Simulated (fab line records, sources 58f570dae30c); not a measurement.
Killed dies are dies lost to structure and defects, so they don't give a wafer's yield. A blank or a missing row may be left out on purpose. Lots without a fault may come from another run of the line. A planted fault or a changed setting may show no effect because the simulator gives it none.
One fault seen from 2 desks | flow berkeley_cmos170 | each desk has only its own numbers; what lay behind them comes last

THE METROLOGY DESK
What the gauges read, lot by lot, whatever tool the lot ran on: means of the sampled wafers that have a number. A lot is out of limits, marked OUT, if its mean lies more than 4 standard deviations from the usual mean; the brackets give that distance.
Columns: A = cd_nm at UCB170_M2_CD_MEAS_90, usual 700 nm; B = V2_POLISHED_THK at UCB170_V2_THK_MEAS_04, usual 999.9 nm; C = M3_OVL at UCB170_M3_OVL_MEAS_16, usual 1 nm
lot  | first seen here | A   | B      | C
L553 | day 7 09:55     | 703 | 1002.0 | 4
L554 | day 7 15:40     | 702 | 1000.8 | -2
L556 | day 7 16:23     | 698 | 1001.1 | 9
L557 | day 8 15:58     | 700 | 998.6  | 2
L559 | day 8 16:17     | 700 | 999.8  | 5
L558 | day 9 00:50     | 704 | 1000.4 | 4
L561 | day 9 04:30     | 695 | 999.1  | -7
L565 | day 9 21:25     | 702 | 1000.1 | -1
L566 | day 10 08:19    | 701 | 1000.7 | 5
L568 | day 10 16:28    | 699 | 999.1  | 2
L572 | day 11 14:23    | 704 | 1000.8 | 2
L575 | day 11 22:56    | 700 | 999.2  | 2
L574 | day 11 23:15    | 705 | 999.9  | 1
This desk's finding: nothing out of limits on any of the 13 lots.

THE TOOL OWNER'S DESK: rie_diel-03
The tool's own readings at UCB170_V2_ETCH_14 (etches SiO2 in CHF3/CF4/Ar, stops on Al, target depth 1250 nm, time 291 s): means of the sampled wafers that have a number, for each lot that ran on this tool. A lot is out of limits, marked OUT, if its mean lies more than 4 standard deviations from the usual mean; the brackets give that distance.
Columns: A = cf4_flow_sccm at UCB170_V2_ETCH_14, usual 15.00 sccm; B = drypump_motor_current_A at UCB170_V2_ETCH_14, usual 5.7 A; C = oes_product_au at UCB170_V2_ETCH_14, usual 0.877 a.u.; D = throttle_valve_pct at UCB170_V2_ETCH_14, usual 6.94 %
lot  | first seen here | A     | B   | C     | D
L556 | day 7 19:26     | 14.97 | 5.9 | 0.881 | 6.97
L557 | day 8 18:05     | 14.99 | 5.9 | 0.873 | 6.87
L565 | day 9 23:31     | 15.01 | 5.9 | 0.880 | 6.97
L566 | day 10 10:25    | 15.06 | 5.8 | 0.874 | 6.95
L574 | day 12 01:23    | 15.05 | 6.0 | 0.857 | 6.87
This desk's finding: nothing out of limits on any of the 5 lots.

PUT TOGETHER
The metrology desk saw nothing out of limits.
The tool owner's desk saw nothing out of limits.

WHAT THE SIMULATOR HAD PUT IN
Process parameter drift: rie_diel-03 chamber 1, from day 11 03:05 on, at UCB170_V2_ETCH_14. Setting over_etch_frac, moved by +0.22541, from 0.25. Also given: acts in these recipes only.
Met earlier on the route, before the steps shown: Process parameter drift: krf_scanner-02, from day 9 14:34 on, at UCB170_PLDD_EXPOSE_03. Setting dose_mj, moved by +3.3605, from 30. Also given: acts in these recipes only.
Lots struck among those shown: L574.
